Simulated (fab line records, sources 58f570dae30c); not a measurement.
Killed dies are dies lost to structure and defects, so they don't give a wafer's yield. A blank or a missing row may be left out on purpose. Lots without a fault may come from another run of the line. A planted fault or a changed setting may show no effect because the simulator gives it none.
fab line records | flow berkeley_cmos170
record lots=7 wafers=21 last_day=11
route steps=331 shown PVT@122 GATE@125 FIELD@126 M3@331
lots that met no fault: from a run of the same line without faults
start_h: hours from the record's first day to the start of the lot's first wafer shown | wait_h: hours since the lot's step before | " the same as in the row above | L1.1+2: a row that stands for several wafers | - no value, or no start given | * or withheld: withheld | < > ~ a bound
route shown NAME@n: a module of which the file shows steps, and the number in the route of the first | usual: mean/standard deviation of fault-free wafers | same: alike in all rows | chamber/n: place in a boat | sites: the reading at each site | _std_site: their standard deviation | _edge_site: outer sites' mean less inner sites' | radius_mm: how far each site lies from the wafer's centre | mask NAME#n: copy n | behind: the tool/chamber that last shaped the wafer | hold: why the lot was held/for how many hours/how that ended | device: the transistor (n, p or np) that didn't switch | end of line: the same wafers' tests at the end of the route | a step without rows: its recipe alone | killed: dies lost to structure and defects at the first sort, not the wafer's yield | map: a wafer's dies, x killed, . not, _ none there
set.NAME: the setting as run; set.NAME@STEP: as run at that earlier step | model.NAME: the simulator's own value behind a step, which no gauge read
lots at some steps of the route; a table a step, a row a wafer
services: from which hour (start_h, from the record's first day; less than 0 if before it) a tool's chamber was out of use, for how many hours, and why
## steps
# step UCB170_PVT_IMPLANT_07
# recipe species=P dose_cm2=2e+12 energy_kev=30 tilt_deg=7
# step UCB170_PVT_STRIP_08
# recipe chemistry=O2 power_w=400 pressure_mtorr=3500 platen_temp_c=withheld o2_flow_sccm=400 overash_fraction=0.5
# usual drypump_motor_current_A=5.5/0.46 oes_product_au=0.734/0.0048 strip_time_to_endpoint_s=21.64/0.075
# same overash_fraction=0.5
# columns lot.wafer tool chamber start_h wait_h drypump_motor_current_A oes_product_au rf_hours_counter_h strip_time_to_endpoint_s
L421.1 plasma_asher-01 0 100.39 0.1 5.3 0.740 38 21.52
L421.4 " 1 " " 5.2 0.726 - 21.49
L421.5 " 0 " " 5.3 0.739 - 21.48
L422.4 plasma_asher-03 0 117.71 0.1 6.3 0.736 - 21.71
L422.5 " 0 " " 6.3 0.732 - 21.64
L422.6 " 1 " " 5.0 0.734 - 21.64
L429.2 plasma_asher-01 1 149.22 0.1 5.2 0.735 3 21.58
L429.5 " 0 " " 5.3 0.731 - 21.61
L429.6 " 1 " " 5.2 0.740 - 21.60
L430.1 plasma_asher-02 1 154.65 0.1 5.4 0.738 45 21.71
L430.2 " 0 " " 5.7 0.733 45 21.73
L430.3 " 1 " " 5.4 0.741 - 21.74
L432.2 plasma_asher-02 0 169.11 0.1 5.7 0.736 47 21.66
L432.3 " 0 " " 5.7 0.731 - 21.64
L432.6 " 0 " " 5.7 0.734 - 21.61
L437.1 plasma_asher-02 1 192.97 0.1 5.4 0.745 50 21.64
L437.2 " 0 " " 5.7 0.734 50 21.61
L437.3 " 1 " " 5.4 0.733 - 21.68
L440.2 plasma_asher-02 0 202.95 0.1 5.7 0.740 51 21.77
L440.3 " 0 " " 5.7 0.732 - 21.68
L440.5 " 0 " " 5.7 0.738 - 21.69
# step UCB170_PVT_TW_MEAS_09
# usual PVT_TW=504/5.7
# columns lot.wafer tool chamber start_h wait_h PVT_TW
L421.1 film_metro-03 - 100.49 0.1 514
L421.4 " - " " 513
L421.5 " - " " 508
L422.4 film_metro-04 - 117.81 0.1 494
L422.5 " - " " 493
L422.6 " - " " 493
L429.2 film_metro-03 - 149.33 0.1 508
L429.5 " - " " 509
L429.6 " - " " 509
L430.1 film_metro-03 - 154.75 0.1 510
L430.2 " - " " 512
L430.3 " - " " 507
L432.2 film_metro-03 - 169.22 0.1 513
L432.3 " - " " 510
L432.6 " - " " 510
L437.1 film_metro-04 - 193.07 0.1 500
L437.2 " - " " 498
L437.3 " - " " 499
L440.2 film_metro-03 - 203.10 0.1 511
L440.3 " - " " 514
L440.5 " - " " 510
# step UCB170_GATE_WET_ETCH_00
# recipe chemistry=dHF dilution=25:1 target=SiO2 temp_c=25 time_s=200
# step UCB170_FIELD_THK_MEAS_91
# recipe reads=SiO2_of_FIELD_OXIDATION_01
# usual FIELD_OXIDE_LEFT_2_THK=349/12
# columns lot.wafer tool chamber start_h wait_h FIELD_OXIDE_LEFT_2_THK[nm]
L421.1 film_metro-03 - 100.63 0.0 349
L421.4 " - " " 350
L421.5 " - " " 359
L422.4 film_metro-04 - 118.45 0.0 343
L422.5 " - " " 359
L422.6 " - " " 352
L429.2 film_metro-04 - 149.46 0.0 336
L429.5 " - " " 337
L429.6 " - " " 342
L430.1 film_metro-03 - 154.87 0.0 360
L430.2 " - " " 364
L430.3 " - " " 356
L432.2 film_metro-01 - 169.40 0.0 329
L432.3 " - " " 333
L432.6 " - " " 342
L437.1 film_metro-03 - 193.20 0.0 349
L437.2 " - " " 346
L437.3 " - " " 345
L440.2 film_metro-01 - 203.22 0.0 351
L440.3 " - " " 345
L440.5 " - " " 344
# step UCB170_GATE_OXIDATION_01
# recipe temp_c=850 ambient=O2 target_thk_a=66 ox_time_s=1800
# step UCB170_GATE_THK_MEAS_02
# recipe reads=SiO2_of_GATE_OXIDATION_01
# usual GATE_OXIDE_THK=6.63/0.12
# columns lot.wafer tool chamber start_h wait_h GATE_OXIDE_THK[nm]
L421.1 film_metro-01 - 106.80 0.0 6.81
L421.4 " - " " 6.74
L421.5 " - " " 6.61
L422.4 film_metro-04 - 121.06 0.0 6.68
L422.5 " - " " 6.63
L422.6 " - " " 6.70
L429.2 film_metro-04 - 152.61 0.0 6.43
L429.5 " - " " 6.38
L429.6 " - " " 6.45
L430.1 film_metro-04 - 157.03 0.0 6.58
L430.2 " - " " 6.61
L430.3 " - " " 6.54
L432.2 film_metro-02 - 171.96 0.0 6.55
L432.3 " - " " 6.52
L432.6 " - " " 6.60
L437.1 film_metro-01 - 196.77 0.0 6.79
L437.2 " - " " 6.92
L437.3 " - " " 6.86
L440.2 film_metro-01 - 206.86 0.0 6.90
L440.3 " - " " 6.77
L440.5 " - " " 6.75
# step UCB170_GATE_ANNEAL_03
# recipe temp_c=900 time_s=1800 ambient=N2
# step UCB170_GATE_CVD_04
# recipe material=poly-Si temp_c=610 precursor=SiH4 time_s=1440 pressure_mtorr=375 target_thk_nm=214 sih4_flow_sccm=120
# step UCB170_GATE_THK_MEAS_05
# recipe reads=poly-Si_of_GATE_CVD_04
# usual GATE_POLY_THK=214.3/1.9
# columns lot.wafer tool chamber start_h wait_h GATE_POLY_THK[nm]
L421.1 film_metro-01 - 115.26 0.0 213.7
L421.4 " - " " 214.2
L421.5 " - " " 214.9
L422.4 film_metro-01 - 129.44 0.0 213.5
L422.5 " - " " 214.1
L422.6 " - " " 213.9
L429.2 film_metro-04 - 157.23 0.0 216.2
L429.5 " - " " 215.1
L429.6 " - " " 214.8
L430.1 film_metro-02 - 161.18 0.0 215.9
L430.2 " - " " 216.4
L430.3 " - " " 214.3
L432.2 film_metro-02 - 176.30 0.0 215.3
L432.3 " - " " 214.2
L432.6 " - " " 214.0
L437.1 film_metro-01 - 204.17 0.0 214.0
L437.2 " - " " 214.3
L437.3 " - " " 212.4
L440.2 film_metro-04 - 212.40 0.0 209.9
L440.3 " - " " 211.7
L440.5 " - " " 213.9
# step UCB170_GATE_COAT_06
# recipe resist=BARC temp_c=withheld time_s=withheld spin_rpm=3000 resist_thk_nm=withheld
# step UCB170_GATE_COAT_07
# recipe resist=KrF spin_rpm=1500 resist_thk_nm=900
# step UCB170_GATE_SOFTBAKE_08
# recipe resist=KrF temp_c=130 time_s=60
# usual heater_power_total_W=56.80/0.044 plate_temp_C=129.99/0.14
# columns lot.wafer tool chamber start_h wait_h heater_power_total_W plate_temp_C model.KrF_of_GATE_COAT_07.thk_nm
L421.1 litho_track-01 0 115 - 56.77 130.01 902.2
L421.4 " 0 " " 56.83 130.19 902.9
L421.5 " 0 116 - 56.78 130.12 903.8
L422.4 litho_track-03 0 130 - 56.81 129.89 898.1
L422.5 " 0 " " 56.76 130.04 897.7
L422.6 " 0 " " 56.86 129.85 899.7
L429.2 litho_track-01 0 157 - 65.62 145.27 885.1
L429.5 " 0 " " 65.57 145.18 885.7
L429.6 " 0 " " 65.57 145.20 885.7
L430.1 litho_track-01 0 161 - 65.51 145.33 887
L430.2 " 0 " " 65.55 145.26 887.1
L430.3 " 0 " " 65.63 145.09 888.4
L432.2 litho_track-01 0 176 - 65.53 145.07 883.9
L432.3 " 0 " " 65.49 145.19 886.9
L432.6 " 0 " " 65.68 145.15 887.6
L437.1 litho_track-03 0 204 - 56.81 130.09 898.3
L437.2 " 0 " " 56.87 130.02 898
L437.3 " 0 " " 56.80 130.06 896.8
L440.2 litho_track-04 0 213 - 56.84 129.75 899.5
L440.3 " 0 " " 56.82 129.96 897.4
L440.5 " 0 " " 56.78 130.18 899
# step UCB170_GATE_EXPOSE_09
# recipe mask_id=POLY target_cd_nm=350 na=0.5 sigma_outer=0.6 source_shape=conventional dose_mj=21
# step UCB170_GATE_PEB_10
# recipe peb_temp_c=130.4 peb_time_s=withheld resist=KrF
# step UCB170_GATE_DEVELOP_11
# recipe developer=TMAH develop_time_s=45 resist=KrF dev_temp_c=21
# step UCB170_GATE_CD_MEAS_12
# recipe target_cd_nm=350
# usual cd_nm=350.0/1.3
# columns lot.wafer tool chamber start_h wait_h cd_nm
L421.1 cd_sem-01 - 117.22 - 349.8
L421.4 " - " " 349.8
L421.5 " - " " 350.2
L422.4 cd_sem-02 - 131.21 - 350.7
L422.5 " - " " 349.9
L422.6 " - " " 350.3
L429.2 cd_sem-02 - 158.14 - 299.4
L429.5 " - " " 299.4
L429.6 " - " " 299.3
L430.1 cd_sem-02 - 162.21 - 299.9
L430.2 " - " " 301.6
L430.3 " - " " 301.0
L432.2 cd_sem-02 - 177.66 - 309.2
L432.3 " - " " 309.1
L432.6 " - " " 310.2
L437.1 cd_sem-01 - 205.48 - 350.9
L437.2 " - " " 350.4
L437.3 " - " " 349.9
L440.2 cd_sem-02 - 213.94 - 348.2
L440.3 " - " " 348.5
L440.5 " - " " 348.2
# step UCB170_GATE_OVL_MEAS_13
# usual GATE_OVL=-3/5.4
# columns lot.wafer tool chamber start_h wait_h GATE_OVL[nm]
L421.1 overlay-01 - 117.34 0.1 -10
L421.4 " - " " -7
L421.5 " - " " -8
L422.4 overlay-02 - 131.29 0.1 1
L422.5 " - " " -3
L422.6 " - " " -4
L429.2 overlay-01 - 158.25 0.1 1
L429.5 " - " " -8
L429.6 " - " " 3
L430.1 overlay-01 - 162.33 0.1 -5
L430.2 " - " " -5
L430.3 " - " " -9
L432.2 overlay-01 - 177.76 0.1 1
L432.3 " - " " 5
L432.6 " - " " 7
L437.1 overlay-02 - 205.60 0.1 4
L437.2 " - " " 4
L437.3 " - " " -4
L440.2 overlay-01 - 214.05 0.1 -10
L440.3 " - " " -6
L440.5 " - " " -8
# step UCB170_GATE_ETCH_14
# recipe chemistry=N2/H2 target_depth_a=withheld overetch_a=withheld target=BARC time_s=withheld source_w=500 bias_w=100 pressure_mtorr=30 n2_flow_sccm=100 h2_flow_sccm=200
# usual drypump_motor_current_A=5.8/0.43 n2_flow_sccm=99.97/0.3 oes_product_au=1.006/0.027 throttle_valve_pct=13.28/0.19
# columns lot.wafer tool chamber start_h wait_h drypump_motor_current_A n2_flow_sccm oes_product_au throttle_valve_pct
L421.1 rie_diel-02 2 117.37 0.0 5.3 100.21 0.992 13.45
L421.4 " 0 " " 5.5 99.87 0.978 13.41
L421.5 " 3 " " 6.1 100.02 0.982 13.29
L422.4 rie_diel-04 2 131.30 0.0 6.3 99.71 1.004 13.26
L422.5 " 3 " " 6.0 100.11 0.979 13.11
L422.6 " 2 " " 6.3 99.86 0.999 13.28
L429.2 rie_diel-02 2 158.28 0.0 5.3 99.69 0.982 13.46
L429.5 " 0 " " 5.6 100.01 0.976 13.42
L429.6 " 3 " " 6.0 99.43 0.989 13.30
L430.1 rie_diel-04 3 162.36 0.0 6.0 99.69 0.983 13.09
L430.2 " 1 " " 5.2 100.18 1.060 13.47
L430.3 " 2 " " 6.3 100.15 1.009 13.28
L432.2 rie_diel-04 3 177.79 0.0 6.0 99.61 0.983 13.10
L432.3 " 1 " " 5.2 100.17 1.065 13.47
L432.6 " 2 " " 6.3 100.07 1.002 13.29
L437.1 rie_diel-04 0 205.64 0.0 5.6 99.66 1.044 12.97
L437.2 " 2 " " 6.3 99.85 1.013 13.28
L437.3 " 1 " " 5.2 99.90 1.048 13.48
L440.2 rie_diel-03 2 214.08 0.0 6.2 99.95 1.005 13.56
L440.3 " 0 " " 5.0 99.86 1.040 13.35
L440.5 " 0 " " 5.0 99.71 1.035 13.37
# step UCB170_GATE_ETCH_15
# recipe chemistry=HBr/Cl2 target=poly-Si stop_on=SiO2 over_etch_frac=0.3 icp_w=300 bias_w=150 time_s=56.3 pressure_mtorr=15 HBr_flow_sccm=150 Cl2_flow_sccm=50 target_depth_a=2782
# usual drypump_motor_current_A=5.9/0.34 oes_product_au=0.833/0.017 throttle_valve_pct=26.47/0.15
# columns lot.wafer tool chamber start_h wait_h drypump_motor_current_A oes_product_au rf_hours_counter_h throttle_valve_pct model.GATE.cd_nm model.KrF_of_GATE_COAT_07.thk_nm
L421.1 rie_si-01 3 117.41 - 6.5 0.839 90 26.69 349 775.9
L421.4 " 0 " " 5.1 0.804 126 26.23 348.5 783
L421.5 " 1 " " 5.7 0.810 - 26.30 351.1 780.2
L422.4 rie_si-01 1 131.35 - 5.7 0.806 55 26.31 349.6 776.4
L422.5 " 3 " " 6.5 0.837 - 26.69 350.6 771.2
L422.6 " 0 " " 5.1 0.807 - 26.24 348.9 780.1
L429.2 rie_si-01 1 158.32 - 5.7 0.818 55 26.29 298.3 764.3
L429.5 " 3 " " 6.5 0.831 - 26.68 298.7 762.8
L429.6 " 1 " " 5.7 0.817 - 26.29 299.7 765.4
L430.1 rie_si-02 2 162.40 - 5.9 0.854 29 26.39 300.7 762.4
L430.2 " 0 " " 5.9 0.813 100 26.65 300 763.2
L430.3 " 3 " " 6.2 0.842 1 26.30 299.3 766.9
L432.2 rie_si-02 0 177.84 - 5.9 0.811 100 26.65 310.8 756.4
L432.3 " 2 " " 6.0 0.842 29 26.35 308 759.9
L432.6 " 2 " " 6.0 0.847 - 26.39 309.7 759.9
L437.1 rie_si-01 3 205.68 - 6.5 0.843 90 26.69 350.1 772.3
L437.2 " 0 " " 5.2 0.821 0 26.34 - 779.2
L437.3 " 1 " " 5.7 0.809 55 26.31 349.5 776.2
L440.2 rie_si-01 1 214.12 - 5.7 0.797 55 26.31 348.8 777.9
L440.3 " 2 " " 6.0 0.856 2 26.57 348.4 771.2
L440.5 " 1 " " 5.7 0.816 - 26.30 347.9 777.5
# step UCB170_GATE_STRIP_16
# recipe chemistry=O2 power_w=400 pressure_mtorr=3500 platen_temp_c=withheld o2_flow_sccm=400 overash_fraction=0.5
# usual drypump_motor_current_A=5.6/0.32 oes_product_au=0.724/0.0046
# same overash_fraction=0.5
# columns lot.wafer tool chamber start_h wait_h drypump_motor_current_A oes_product_au rf_hours_counter_h
L421.1 plasma_asher-02 0 117.46 0.0 5.8 0.719 41
L421.4 " 0 " " 5.7 0.714 -
L421.5 " 1 " " 5.4 0.721 -
L422.4 plasma_asher-02 1 131.43 0.1 5.4 0.731 -
L422.5 " 1 " " 5.4 0.723 -
L422.6 " 0 " " 5.7 0.732 -
L429.2 plasma_asher-01 0 158.37 0.0 5.3 0.722 5
L429.5 " 0 " " 5.3 0.727 -
L429.6 " 1 " " 5.2 0.720 -
L430.1 plasma_asher-01 0 162.45 0.0 5.3 0.731 5
L430.2 " 1 " " 5.2 0.719 5
L430.3 " 1 " " 5.2 0.723 -
L432.2 plasma_asher-04 0 177.88 0.0 5.8 0.716 49
L432.3 " 1 " " 6.1 0.728 -
L432.6 " 1 " " 6.2 0.723 -
L437.1 plasma_asher-04 0 205.73 0.0 5.8 0.726 52
L437.2 " 1 " " 6.1 0.723 52
L437.3 " 0 " " 5.8 0.729 -
L440.2 plasma_asher-04 0 214.17 0.0 5.7 0.723 53
L440.3 " 1 " " 6.1 0.732 -
L440.5 " 1 " " 6.1 0.716 -
# step UCB170_M3_PROBE_99
# columns lot.wafer tool chamber start_h wait_h model.etest.pmos_0p35.r_on_ohm_um model.etest.pmos_0p6.r_on_ohm_um model.etest.nmos_0p35.r_on_ohm_um model.etest.nmos_0p6.r_on_ohm_um model.etest.pmos_turned.drive_ua_um model.etest.pmos_0p35.drive_ua_um model.etest.npoly_line.width_nm model.etest.ppoly_line.width_nm
L421.1 prober-01 - 158.05 0.1 4506 8373 1454 2280 303.9 290.3 321.4 320.7
L421.4 prober-01 - 158.20 0.2 4621 8349 1468 2282 300.3 288.6 319.6 320.6
L421.5 prober-01 - 158.25 0.2 4664 8513 1476 2284 298.3 283.8 322.2 321.5
L422.4 prober-01 - 168.54 0.2 4621 8397 1474 2311 298.8 286.1 320.1 321.8
L422.5 prober-01 - 168.59 0.2 4710 8552 1485 2324 295.7 283.7 322.1 322.1
L422.6 prober-01 - 168.64 0.2 4688 8485 1490 2322 297.9 284.8 323.3 320.4
L429.2 prober-02 - 196.47 0.1 3839 7654 1277 2099 368.6 348.9 269.7 269.5
L429.5 prober-02 - 196.62 0.2 3757 7506 1272 2088 372.2 356.2 270.8 269.4
L429.6 prober-02 - 196.67 0.2 3885 7663 1305 2115 363.5 343.3 272.4 271.6
L430.1 prober-02 - 199.87 0.1 3902 7741 1293 2126 360.9 340.4 273.4 271.4
L430.2 prober-02 - 199.92 0.1 3841 7680 1278 2103 362.2 343.1 273 270.6
L430.3 prober-02 - 199.97 0.2 3833 7580 1276 2095 367.3 347.1 269.8 270
L432.2 prober-02 - 215.10 0.1 3899 7589 1302 2114 355.4 338.1 283.9 281.4
L432.3 prober-02 - 215.15 0.2 3914 7558 1297 2105 358.3 338.7 279.9 279.5
L432.6 prober-02 - 215.30 0.2 3973 7712 1333 2138 353.8 335.9 280.9 282.4
L437.1 prober-01 - 251.35 0.1 4604 8421 1446 2287 295.8 287.8 321 321.3
L437.2 prober-01 - 251.40 0.1 4754 8724 1478 2336 287.4 275.9 321.8 323.1
L437.3 prober-01 - 251.45 0.2 4751 8551 1475 2313 292.9 280.6 322.1 321
L440.2 prober-01 - 252.25 0.1 4680 8594 1481 2329 294.2 280.4 321 319.3
L440.3 prober-01 - 252.30 0.2 4678 8493 1476 2332 296.9 283.9 319.2 320.4
L440.5 prober-01 - 252.40 0.2 4665 8419 1468 2310 299.6 285.6 319.6 319.1
# killed by level:class
L421.1 GATE:geometric_particle:open=1 SPACER:geometric_particle:open=1
L421.4 WELLDRIVE:geometric_particle:short=2 V2:geometric_particle:open=1 PWELL:area_etch=1
L421.5 SPACER:geometric_particle:open=1 V2:geometric_particle:short=1
L422.4 CONTACT:geometric_particle:open=1 M1:geometric_particle:short=1 M2:geometric_particle:open=1
L422.5 SACOX:geometric_particle:short=1 CONTACT:geometric_particle:short=1
L422.6 SCREENOX:geometric_particle:short=1 SILICIDE:geometric_particle:open=1 V1:geometric_particle:open=1
L437.1 SILICIDE:geometric_particle:short=2 GATE:geometric_particle:open=1 GATE:geometric_particle:short=1
L437.2 WELLDRIVE:geometric_particle:open=1 GATE:geometric_particle:short=1 M2:geometric_particle:short=1
L437.3 SCREENOX:geometric_particle:short=1 M2:geometric_particle:open=1 ACTIVE:area_etch=1
L440.2 SACOX:geometric_particle:open=1 V1:geometric_particle:short=1
L440.3
L440.5 WELLDRIVE:geometric_particle:short=1 GATE:geometric_particle:open=1 SILICIDE:geometric_particle:short=1
## services
# columns tool chamber start_h hours kind
rie_diel-03 - 94.63 2.8 pm
plasma_asher-01 - 108.78 9.0 pm
plasma_asher-01 0 108.78 9.0 vent_cycle
plasma_asher-01 1 108.78 9.0 vent_cycle
rie_diel-02 1 115.61 8.8 repair
plasma_asher-01 0 117.78 - clean
plasma_asher-01 1 117.78 - clean
plasma_asher-04 - 124.88 0.6 repair
rie_si-01 - 131.86 3.2 repair
rie_si-01 - 137.06 0.3 repair
rie_si-02 2 142.23 3.2 repair
rie_diel-04 2 147.36 1.2 repair
rie_si-01 1 147.92 4.2 repair
rie_si-01 0 152.13 - clean
rie_si-01 0 152.13 22.2 scheduled_down
rie_si-01 0 152.13 22.2 vent_cycle
plasma_asher-01 - 165.91 4.3 pm
rie_diel-02 1 179.63 - clean
rie_diel-03 - 182.64 1.0 repair
rie_diel-03 3 185.49 9.0 repair
rie_diel-02 - 186.69 0.1 repair
rie_diel-04 2 211.72 - clean
rie_diel-04 2 211.72 14.3 scheduled_down
rie_diel-04 2 211.72 14.3 vent_cycle
## key
first_sign step=UCB170_GATE_SOFTBAKE_08 reading=heater_power_total_W direction=up sigmas=99+ usual=56.80 struck=65.57
effect step=UCB170_GATE_SOFTBAKE_08 reading=plate_temp_C direction=up sigmas=99+ usual=* struck=*
effect step=UCB170_GATE_CD_MEAS_12 reading=cd_nm direction=down sigmas=35 usual=350.0 struck=303.2 through=control_loop
model_effect step=UCB170_GATE_SOFTBAKE_08 value=KrF_of_GATE_COAT_07.thk_nm without=901.7 struck=886.4
model_effect step=UCB170_GATE_ETCH_15 value=GATE.cd_nm without=349.7 struck=302.8
model_effect step=UCB170_M3_PROBE_99 value=etest.pmos_0p35.r_on_ohm_um without=4578 struck=3871
met_at UCB170_GATE_SOFTBAKE_08
struck_wafers L429.2,L429.5,L429.6,L430.1,L430.2,L430.3,L432.2,L432.3,L432.6
sort_left_out L429.2,L429.5,L429.6,L430.1,L430.2,L430.3,L432.2,L432.3,L432.6
tester_left_out L429,L430,L432
loop_trim step=UCB170_GATE_EXPOSE_09 setting=dose lots=L432
onset_between 115 157
fault kind=process_parameter_drift tool=litho_track-01 chamber=- onset_h=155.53 steps=UCB170_GATE_SOFTBAKE_08 channel=temp_c offset=* shape=step end_h=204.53 acts_in=* stated=*
# tester_left_out: of these lots the tester's yield and bins aren't shown, on N5 and GAA mostly nor the transistor test; their killed dies are dies lost to structure and defects alone, not to doping, threshold or leakage, so they don't give the yield
# sort_left_out: the simulated sort isn't trusted on such a fault, so these wafers' sort isn't shown, and their yield isn't known
# loop_trim: a control loop set the setting to another value than it would have without faults
